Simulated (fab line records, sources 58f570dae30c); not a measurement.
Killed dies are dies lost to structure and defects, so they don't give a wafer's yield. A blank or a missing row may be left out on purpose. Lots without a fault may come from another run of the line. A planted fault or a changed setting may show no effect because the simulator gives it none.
Chamber matching | flow berkeley_cmos170 | UCB170_V1_CMP_02 on cmp-01: 4 sister chambers
The step polishes SiO2. 8 wafers are shown with their chamber, then 11 later ones without.

WAFERS WITH THEIR CHAMBER
wafer  | chamber | motor_current_A (A) | slurry_filter_dp_kPa (kPa)
L127.3 | 2       | 16.6                | 13.48
L128.2 | 3       | 17.3                | 13.52
L128.4 | 2       | 17.0                | 13.41
L128.6 | 3       | 17.3                | 13.62
L130.5 | 1       | 17.1                | 13.47
L129.3 | 1       | 18.2                | 13.66
L129.5 | 0       | 14.2                | 13.31
L137.1 | 0       | 14.7                | 13.47

WAFERS WITHOUT THEIR CHAMBER
wafer  | motor_current_A (A) | slurry_filter_dp_kPa (kPa)
L137.3 | 17.9                | 13.44
L137.4 | 17.9                | 13.55
L142.1 | 17.5                | 13.48
L142.4 | 17.9                | 13.37
L142.6 | 13.8                | 13.30
L143.1 | 16.9                | 13.48
L143.2 | 17.3                | 13.66
L143.5 | 16.3                | 13.77
L146.2 | 17.6                | 13.59
L146.4 | 14.2                | 13.45
L146.6 | 17.8                | 13.50

WHICH CHAMBER EACH WENT THROUGH
wafer  | from the rows above          | in truth
L137.3 | can't be placed: 1 or 3 or 2 | 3
L137.4 | can't be placed: 1 or 3      | 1
L142.1 | can't be placed: 1 or 3 or 2 | 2
L142.4 | can't be placed: 1 or 3 or 2 | 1
L142.6 | 0                            | 0
L143.1 | can't be placed: 2 or 3 or 1 | 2
L143.2 | can't be placed: 3 or 1 or 2 | 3
L143.5 | can't be placed: 3 or 2 or 1 | 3
L146.2 | can't be placed: 1 or 3      | 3
L146.4 | 0                            | 0
L146.6 | can't be placed: 1 or 3 or 2 | 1
Placed correctly: 2 of 11. Can't be placed from these rows: 9 (the true chamber is among the candidates in 9). Placed wrongly: 0.
How it was worked out, from the rows above alone: a wafer's distance from a chamber is the root of the sum, over the readings, of the square of ((its reading less the chamber's mean) divided by the reading's scatter). The wafer belongs to the nearest chamber; if the next one is less than 2 further off, it can't be placed. A chamber's mean is the mean of its shown wafers. The scatter: the root of (the sum of the squares of (reading less its chamber's mean) over the shown wafers, divided by (wafers less chambers)).
